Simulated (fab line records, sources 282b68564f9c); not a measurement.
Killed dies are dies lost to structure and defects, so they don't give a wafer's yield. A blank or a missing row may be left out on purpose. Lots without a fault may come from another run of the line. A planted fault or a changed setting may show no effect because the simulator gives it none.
fab line records | flow rit_cmos
record lots=6 wafers=18 last_day=7
route steps=202 shown PSD@144 SDANNEAL@153 NSD@158 PLDD@159 NLDD@160 SILICIDE@161 M1@202
lots that met no fault: from a run of the same line without faults
start_h: hours from the record's first day to the start of the lot's first wafer shown | wait_h: hours since the lot's step before | " the same as in the row above | L1.1+2: a row that stands for several wafers | - no value, or no start given | * or withheld: withheld | < > ~ a bound
route shown NAME@n: a module of which the file shows steps, and the number in the route of the first | usual: mean/standard deviation of fault-free wafers | same: alike in all rows | chamber/n: place in a boat | sites: the reading at each site | _std_site: their standard deviation | _edge_site: outer sites' mean less inner sites' | radius_mm: how far each site lies from the wafer's centre | mask NAME#n: copy n | behind: the tool/chamber that last shaped the wafer | hold: why the lot was held/for how many hours/how that ended | device: the transistor (n, p or np) that didn't switch | end of line: the same wafers' tests at the end of the route | a step without rows: its recipe alone | killed: dies lost to structure and defects at the first sort, not the wafer's yield | map: a wafer's dies, x killed, . not, _ none there
set.NAME: the setting as run; set.NAME@STEP: as run at that earlier step | model.NAME: the simulator's own value behind a step, which no gauge read
lots at some steps of the route; a table a step, a row a wafer
services: from which hour (start_h, from the record's first day; less than 0 if before it) a tool's chamber was out of use, for how many hours, and why
## steps
# step RIT_PSD_SOFTBAKE_02
# recipe resist=NOVOLAK temp_c=90 time_s=60
# step RIT_PSD_EXPOSE_03
# recipe mask_id=M10 na=0.57 target_cd_nm=40900 dose_mj=250
# step RIT_PSD_PEB_04
# recipe resist=NOVOLAK temp_c=withheld time_s=withheld
# step RIT_PSD_DEVELOP_05
# recipe resist=NOVOLAK develop_time_s=50 dev_temp_c=23
# step RIT_PSD_OVL_MEAS_06
# usual PSD_OVL=-0.2/1.2
# columns lot.wafer tool chamber start_h wait_h PSD_OVL[nm]
L967.2 overlay-01 - 88.72 - 1.3
L967.3 " - " " -0.6
L967.5 " - " " -0.3
L970.2 overlay-01 - 103.30 - -2.6
L970.3 " - " " -1.7
L970.4 " - " " 0.3
L973.2 overlay-02 - 118.65 - -1.3
L973.3 " - " " 0.9
L973.6 " - " " -0.1
L975.2 overlay-02 - 127.70 - -1.7
L975.4 " - " " -1.2
L975.6 " - " " -0.4
L978.2 overlay-01 - 144.10 - 1.4
L978.3 " - " " 1.8
L978.4 " - " " 0.5
L980.3 overlay-02 - 153.91 - 0.2
L980.4 " - " " -0.8
L980.6 " - " " 0.2
# step RIT_PSD_HARDBAKE_07
# recipe resist=NOVOLAK temp_c=140 time_s=60
# step RIT_PSD_IMPLANT_08
# recipe species=BF2 energy_kev=27 dose_cm2=5e+15 tilt_deg=7
# step RIT_PSD_STRIP_09
# recipe chemistry=O2 time_s=180 resist=NOVOLAK platen_temp_c=withheld power_w=500 pressure_mtorr=4000 o2_flow_sccm=4000
# usual drypump_motor_current_A=5.5/0.47
# same time_s=180
# columns lot.wafer tool chamber start_h wait_h drypump_motor_current_A rf_hours_counter_h
L967.2 plasma_asher-03 0 89.05 0.1 5.7 47
L967.3 " 1 " " 4.8 -
L967.5 " 1 " " 4.8 -
L970.2 plasma_asher-03 0 103.63 0.1 5.8 48
L970.3 " 1 " " 4.8 -
L970.4 " 0 " " 5.8 -
L973.2 plasma_asher-04 1 118.98 0.1 5.7 0
L973.3 " 0 " " 5.9 -
L973.6 " 1 " " 5.7 -
L975.2 plasma_asher-03 1 128.03 0.1 4.8 51
L975.4 " 1 " " 4.8 -
L975.6 " 0 " " 5.8 -
L978.2 plasma_asher-04 1 144.43 0.1 5.7 3
L978.3 " 1 " " 5.7 -
L978.4 " 0 " " 5.9 -
L980.3 plasma_asher-04 1 154.29 0.1 5.7 -
L980.4 " 0 " " 6.0 -
L980.6 " 1 " " 5.7 -
# step RIT_PSD_TW_MEAS_10
# usual PSD_TW=3392/59
# columns lot.wafer tool chamber start_h wait_h PSD_TW
L967.2 film_metro-02 - 89.23 0.1 3437
L967.3 " - " " 3455
L967.5 " - " " 3458
L970.2 film_metro-01 - 103.81 0.1 3316
L970.3 " - " " 3330
L970.4 " - " " 3338
L973.2 film_metro-01 - 119.17 0.1 3326
L973.3 " - " " 3334
L973.6 " - " " 3330
L975.2 film_metro-01 - 128.21 0.1 3337
L975.4 " - " " 3345
L975.6 " - " " 3332
L978.2 film_metro-01 - 144.62 0.1 3349
L978.3 " - " " 3335
L978.4 " - " " 3334
L980.3 film_metro-01 - 154.43 0.1 3346
L980.4 " - " " 3341
L980.6 " - " " 3348
# step RIT_SDANNEAL_CLEAN_00
# recipe chemistry=SC1 mix=3:3:50 time_s=600 temp_c=75
# step RIT_SDANNEAL_CLEAN_01
# recipe chemistry=dHF dilution=50:1 time_s=30
# step RIT_SDANNEAL_CLEAN_02
# recipe chemistry=SC2 mix=3:3:50 time_s=600 temp_c=75 dry=n2_spin
# step RIT_SDANNEAL_RTA_03
# recipe temp_c=1050 time_s=5 idle_temp_c=600 ramp_up_c_per_s=342 ramp_down_c_per_s=171 cool_to_c=600 ambient=N2
# usual wafer_temp_C_max=1053.6/1.2
# same time_s=5
# columns lot.wafer tool chamber start_h wait_h wafer_temp_C_max
L967.2 rtp_anneal-02 0 89.71 0.0 1052.1
L967.3 " 0 " " 1053.3
L967.5 " 0 " " 1053.4
L970.2 rtp_anneal-01 0 104.24 0.0 1054.3
L970.3 " 0 " " 1053.2
L970.4 " 0 " " 1052.7
L973.2 rtp_anneal-02 0 119.64 0.0 988.0
L973.3 " 0 " " 988.0
L973.6 " 0 " " 988.8
L975.2 rtp_anneal-02 0 128.64 0.0 987.0
L975.4 " 0 " " 989.2
L975.6 " 0 " " 987.1
L978.2 rtp_anneal-01 0 145.04 0.0 1052.9
L978.3 " 0 " " 1055.0
L978.4 " 0 " " 1052.6
L980.3 rtp_anneal-01 0 154.86 0.0 1054.0
L980.4 " 0 " " 1055.1
L980.6 " 0 " " 1052.0
# step RIT_SDANNEAL_RS_MEAS_04
# recipe thk_meas_gauge=four-point-probe
# usual PSD_RS=115.89/0.26
# columns lot.wafer tool chamber start_h wait_h PSD_RS[ohm/sq]
L967.2 film_metro-04 - 89.78 0.1 115.96
L967.3 " - " " 115.99
L967.5 " - " " 115.66
L970.2 film_metro-02 - 104.31 0.1 115.58
L970.3 " - " " 116.12
L970.4 " - " " 116.10
L973.2 film_metro-01 - 119.71 0.1 165.72
L973.3 " - " " 165.98
L973.6 " - " " 166.08
L975.2 film_metro-04 - 128.71 0.1 166.82
L975.4 " - " " 166.36
L975.6 " - " " 166.12
L978.2 film_metro-04 - 145.11 0.1 115.96
L978.3 " - " " 116.12
L978.4 " - " " 116.23
L980.3 film_metro-04 - 154.94 0.1 115.87
L980.4 " - " " 115.98
L980.6 " - " " 116.02
# step RIT_SDANNEAL_RS_MEAS_05
# recipe thk_meas_gauge=four-point-probe
# usual NSD_RS=84.52/0.3
# columns lot.wafer tool chamber start_h wait_h NSD_RS[ohm/sq]
L967.2 film_metro-04 - 89.90 0.1 84.99
L967.3 " - " " 84.79
L967.5 " - " " 84.74
L970.2 film_metro-02 - 104.43 0.1 84.70
L970.3 " - " " 84.79
L970.4 " - " " 84.97
L973.2 film_metro-01 - 119.83 0.1 87.16
L973.3 " - " " 86.80
L973.6 " - " " 86.51
L975.2 film_metro-04 - 128.83 0.1 87.17
L975.4 " - " " 87.28
L975.6 " - " " 87.39
L978.2 film_metro-04 - 145.23 0.1 84.65
L978.3 " - " " 84.67
L978.4 " - " " 84.60
L980.3 film_metro-04 - 155.06 0.1 84.54
L980.4 " - " " 84.33
L980.6 " - " " 84.47
# step RIT_SDANNEAL_RS_MEAS_06
# recipe thk_meas_gauge=four-point-probe
# usual PLDD_RS=178.6/0.51
# columns lot.wafer tool chamber start_h wait_h PLDD_RS[ohm/sq]
L967.2 film_metro-04 - 90.02 0.1 178.7
L967.3 " - " " 178.2
L967.5 " - " " 178.8
L970.2 film_metro-02 - 104.55 0.1 177.8
L970.3 " - " " 178.0
L970.4 " - " " 178.3
L973.2 film_metro-01 - 119.95 0.1 246.0
L973.3 " - " " 246.3
L973.6 " - " " 246.6
L975.2 film_metro-04 - 128.95 0.1 247.1
L975.4 " - " " 246.5
L975.6 " - " " 246.4
L978.2 film_metro-04 - 145.35 0.1 178.7
L978.3 " - " " 178.5
L978.4 " - " " 178.5
L980.3 film_metro-04 - 155.18 0.1 178.7
L980.4 " - " " 179.4
L980.6 " - " " 178.5
# step RIT_SDANNEAL_RS_MEAS_07
# recipe thk_meas_gauge=four-point-probe
# usual NLDD_RS=151.8/0.59
# columns lot.wafer tool chamber start_h wait_h NLDD_RS[ohm/sq]
L967.2 film_metro-04 - 90.14 0.1 151.7
L967.3 " - " " 151.7
L967.5 " - " " 151.3
L970.2 film_metro-02 - 104.67 0.1 152.0
L970.3 " - " " 152.2
L970.4 " - " " 151.8
L973.2 film_metro-01 - 120.07 0.1 153.7
L973.3 " - " " 153.8
L973.6 " - " " 154.0
L975.2 film_metro-04 - 129.07 0.1 153.9
L975.4 " - " " 153.8
L975.6 " - " " 153.6
L978.2 film_metro-04 - 145.47 0.1 152.7
L978.3 " - " " 152.9
L978.4 " - " " 152.6
L980.3 film_metro-04 - 155.30 0.1 151.8
L980.4 " - " " 152.5
L980.6 " - " " 152.6
# step RIT_SILICIDE_WET_ETCH_00
# recipe chemistry=BOE target=SiO2 target_depth_nm=14 time_s=15 dry=n2_spin dilution=10:1 temp_c=21.5
# step RIT_M1_PROBE_99
# usual killed_at_contacts=0.1/0.32 killed_at_front_end=7/3 killed_dies=7/3 killed_open=3.4/2.2 killed_short=3.3/1.8
# same gross_dies=264 killed_at_M0_to_M3=0 killed_at_M4_up=0 killed_at_back_side=0 killed_at_other=0
# columns lot.wafer tool chamber start_h wait_h killed_at_contacts killed_at_front_end killed_dies killed_open killed_short model.etest.pmos_turned.r_on_ohm_um model.etest.pmos_0p3.r_on_ohm_um model.etest.pmos_0p15.r_on_ohm_um model.etest.pldd.rs_ohm_sq model.etest.nmos_0p3.r_on_ohm_um model.etest.pmos_turned.drive_ua_um model.etest.nmos_0p15.r_on_ohm_um model.etest.nmos_0p15.drive_ua_um
L967.2 prober-01 - 97.26 0.1 0 5 5 0 5 3667 6429 2902 583 2133 174.8 1122 469.4
L967.3 prober-01 - 97.31 0.2 0 1 1 1 0 3692 6458 2912 589.2 2128 170.3 1127 467.2
L967.5 prober-01 - 97.41 0.2 0 11 11 7 4 3642 6393 2891 586.1 2125 174.2 1109 472.7
L970.2 prober-02 - 111.62 0.1 0 3 3 0 3 3327 6198 2678 500.4 2125 197.4 1121 484.7
L970.3 prober-02 - 111.67 0.2 0 6 6 4 2 3381 6298 2712 505.9 2152 194.4 1124 477.6
L970.4 prober-02 - 111.72 0.2 0 3 3 1 2 3290 6143 2668 475.9 2124 204.1 1123 490.7
L973.2 prober-01 - 127.37 0.1 0 6 6 6 0 4857 7335 3584 628.9 2338 120.6 1232 402.3
L973.3 prober-01 - 127.42 0.2 1 6 7 3 4 4814 7394 3610 630.4 2362 119.1 1220 399.9
L973.6 prober-01 - 127.57 0.2 0 2 2 1 1 4664 7139 3462 617.1 2277 126.4 1190 421.8
L975.2 prober-01 - 136.12 0.1 0 6 6 4 2 5039 7541 3727 714.5 2347 111.7 1219 396.8
L975.4 prober-01 - 136.22 0.2 0 6 6 3 3 5111 7652 3742 713.5 2364 110.7 1211 396.6
L975.6 prober-01 - 136.32 0.2 0 6 6 3 3 5056 7572 3765 716.3 2344 111.3 1211 396.8
L978.2 prober-02 - 152.79 0.1 0 6 6 3 3 3511 6251 2790 569.2 2133 182.7 1124 477.5
L978.3 prober-02 - 152.84 0.2 0 6 6 4 2 3607 6440 2896 551.8 2180 178 1136 464.3
L978.4 prober-02 - 152.89 0.2 1 7 8 5 3 3536 6314 2809 554.7 2163 182.7 1134 472.6
L980.3 prober-02 - 162.25 0.2 1 11 12 6 6 3288 6138 2647 466.5 2118 201.2 1102 475.4
L980.4 prober-02 - 162.30 0.2 0 3 3 1 2 3425 6314 2797 480.8 2157 191.1 1143 456.1
L980.6 prober-02 - 162.40 0.2 0 12 12 3 9 3401 6238 2763 472.9 2163 193.4 1134 464.7
# killed by level:class
L967.2 GATE:geometric_particle:short=2 FOX2:geometric_particle:short=1 REOX:geometric_particle:short=1 SPACER:geometric_particle:short=1
L967.3 FOX1:geometric_particle:open=1
L967.5 GATE:geometric_particle:open=3 REOX:geometric_particle:short=2 SPACER:geometric_particle:open=2 REOX:geometric_particle:open=1 SPACER:geometric_particle:short=1 SILICIDE:geometric_particle:short=1 SILICIDE:geometric_particle:open=1
L970.2 GATE:geometric_particle:short=1 REOX:geometric_particle:short=1 SPACER:geometric_particle:short=1
L970.3 GATE:geometric_particle:open=2 FOX1:geometric_particle:open=1 FOX1:geometric_particle:short=1 FOX2:geometric_particle:short=1 REOX:geometric_particle:open=1
L970.4 GATE:geometric_particle:short=2 SPACER:geometric_particle:open=1
L973.2 GATE:geometric_particle:open=2 FOX1:geometric_particle:open=1 REOX:geometric_particle:open=1 SPACER:geometric_particle:open=1 SILICIDE:geometric_particle:open=1
L973.3 GATE:geometric_particle:open=2 REOX:geometric_particle:short=2 GATE:geometric_particle:short=1 SPACER:geometric_particle:short=1 CONTACT:geometric_particle:open=1
L973.6 FOX2:geometric_particle:open=1 SPACER:geometric_particle:short=1
L975.2 SILICIDE:geometric_particle:open=2 SPACER:geometric_particle:short=1 GATE:geometric_particle:open=1 REOX:geometric_particle:open=1 SILICIDE:geometric_particle:short=1
L975.4 GATE:geometric_particle:open=2 GATE:geometric_particle:short=2 SILICIDE:geometric_particle:open=1 SILICIDE:geometric_particle:short=1
L975.6 FOX1:geometric_particle:short=1 FOX1:geometric_particle:open=1 GATE:geometric_particle:open=1 SPACER:geometric_particle:open=1 SPACER:geometric_particle:short=1 SILICIDE:geometric_particle:short=1
L978.2 FOX2:geometric_particle:open=2 FOX2:geometric_particle:short=1 GATE:geometric_particle:short=1 REOX:geometric_particle:open=1 SPACER:geometric_particle:short=1
L978.3 GATE:geometric_particle:open=3 FOX2:geometric_particle:short=1 GATE:geometric_particle:short=1 SILICIDE:geometric_particle:open=1
L978.4 FOX1:geometric_particle:open=1 FOX2:geometric_particle:open=1 FOX2:geometric_particle:short=1 REOX:geometric_particle:short=1 SPACER:geometric_particle:short=1 SPACER:geometric_particle:open=1 SILICIDE:geometric_particle:open=1 CONTACT:geometric_particle:open=1
L980.3 GATE:geometric_particle:short=4 GATE:geometric_particle:open=2 SILICIDE:geometric_particle:open=2 FOX2:geometric_particle:open=1 FOX2:geometric_particle:short=1 SPACER:geometric_particle:short=1 CONTACT:geometric_particle:open=1
L980.4 GATE:geometric_particle:open=1 SPACER:geometric_particle:short=1 SILICIDE:geometric_particle:short=1
L980.6 GATE:geometric_particle:short=4 FOX2:geometric_particle:short=2 SILICIDE:geometric_particle:short=2 SILICIDE:geometric_particle:open=2 GATE:geometric_particle:open=1 SPACER:geometric_particle:short=1
## services
# columns tool chamber start_h hours kind
plasma_asher-04 - 108.75 9.0 pm
plasma_asher-04 0 108.75 9.0 vent_cycle
plasma_asher-04 1 108.75 9.0 vent_cycle
plasma_asher-04 0 117.75 - clean
plasma_asher-04 1 117.75 - clean
plasma_asher-03 - 145.22 4.3 pm
## key
first_sign step=RIT_SDANNEAL_RTA_03 reading=wafer_temp_C_max direction=down sigmas=55 usual=* struck=*
effect step=RIT_SDANNEAL_RS_MEAS_04 reading=PSD_RS direction=up sigmas=99+ usual=115.89 struck=166.18
effect step=RIT_SDANNEAL_RS_MEAS_05 reading=NSD_RS direction=up sigmas=8.6 usual=84.52 struck=87.05
effect step=RIT_SDANNEAL_RS_MEAS_06 reading=PLDD_RS direction=up sigmas=99+ usual=178.6 struck=246.5
effect step=RIT_SDANNEAL_RS_MEAS_07 reading=NLDD_RS direction=up sigmas=3.5 usual=151.8 struck=153.8
model_effect step=RIT_M1_PROBE_99 value=etest.pmos_turned.r_on_ohm_um without=3440 struck=4924
met_at RIT_SDANNEAL_RTA_03
struck_wafers L973.2,L973.3,L973.6,L975.2,L975.4,L975.6
tester_left_out L973,L975
onset_between 89.71 119.64
fault kind=process_parameter_drift tool=rtp_anneal-02 chamber=- onset_h=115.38 steps=RIT_SDANNEAL_RTA_03 channel=temp_c offset=* shape=step end_h=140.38 acts_in=* stated=*
# tester_left_out: of these lots the tester's yield and bins aren't shown, on N5 and GAA mostly nor the transistor test; their killed dies are dies lost to structure and defects alone, not to doping, threshold or leakage, so they don't give the yield
